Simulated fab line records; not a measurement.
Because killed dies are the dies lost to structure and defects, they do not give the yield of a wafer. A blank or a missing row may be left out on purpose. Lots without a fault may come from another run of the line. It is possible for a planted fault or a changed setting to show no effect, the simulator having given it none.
Problem report, 8D (eight disciplines) form, completed by code    flow rit cmos    the parts of the form that need people (team, actions taken, sign-off) are left out

1. THE ISSUE
Across 6 wafers from 2 lots, FOX1_OXIDE_THK at RIT_FOX1_THK_MEAS_01 averages 308 nm, while fault-free wafers read 353 nm with a standard deviation of 5.9. That is -7.7 standard deviations from the usual mean.
Earliest sighting: wafer L996.1 on film metro-02 at day 4 00:18. Wafers with a number at this step in the record: 42, from 14 lots. The rule behind "out" and "out of limits": a value lying over 4 standard deviations away from the usual mean. All remaining wafers that have a number are taken as sound.

2. WHAT IT IS AND WHAT IT IS NOT
question                     is                            is not
which readings at this step  FOX1_OXIDE_THK                -
which lots                   L996, L998                    L102, L103, L104, L105, L107, L986, L987, L988, L991, L992, L993, L999
which wafers of those lots   all that have a number        -
read on which gauges         film metro-01, film metro-02  film metro-03
when                         from day 4 00:18              up to then (18 sound wafers); but 18 sound wafers of L102, L103, L104, L105, L107, L999 came after

3. THE SUSPECTS, EACH WITH WHAT RULES IT OUT
Counting: a tool at any process step up to the reading remains a suspect when it ran all the lots that are out and ran no sound lot after the first of those.
- the gauge at RIT_FOX1_THK_MEAS_01: ruled out. 2 gauges (film metro-01, film metro-02) read the wafers that are out.
- furnace-03 at RIT_FOX1_OXIDATION_00 (target thk 350.7 nm, ox time 1130 s): kept. All lots that are out passed through it, beginning with L996 at day 3 22:59, and no sound lot followed; its final sound lot before that point was L993 at day 3 10:47.
Remaining after the count: furnace-03 at RIT_FOX1_OXIDATION_00.

4. THE CAUSE (what the simulator had put in)
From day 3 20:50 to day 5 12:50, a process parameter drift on furnace-03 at RIT_FOX1_OXIDATION_00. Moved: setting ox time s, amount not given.
This tool alone remained once counting was done.

5. THE CHAIN OF EFFECTS, in route order
One row per reading whose mean, taken over the struck wafers that have a number, lies over 3 standard deviations from the usual. Readings are gone through only where the record gives a usual standard deviation; hours: the median, over the lots, of the time from a lot's start at the first step in this table giving one to that lot's start at this step; sigmas: the change measured in usual standard deviations.
hours  step                  reading         usual   on struck wafers  change  sigmas
0      RIT_FOX1_THK_MEAS_01  FOX1_OXIDE_THK  353 nm  308               -45     -7.7
Later measuring or inspecting steps at which every struck wafer that the step has a row for has a number for every such reading, and none has moved that far: RIT_FOX2_THK_MEAS_90, RIT_M1_THK_MEAS_02.

6. WHAT WOULD HAVE CAUGHT IT SOONER
Counted from the fault's start at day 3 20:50, it took 3 hours until the first out-of-limits reading at a measuring or inspecting step in this record, taken at day 4 00:18.
L998, from the lots that are out (2), started RIT_FOX1_OXIDATION_00 on furnace-03 later than day 4 00:18. Putting the tool on hold at that point would have spared it.
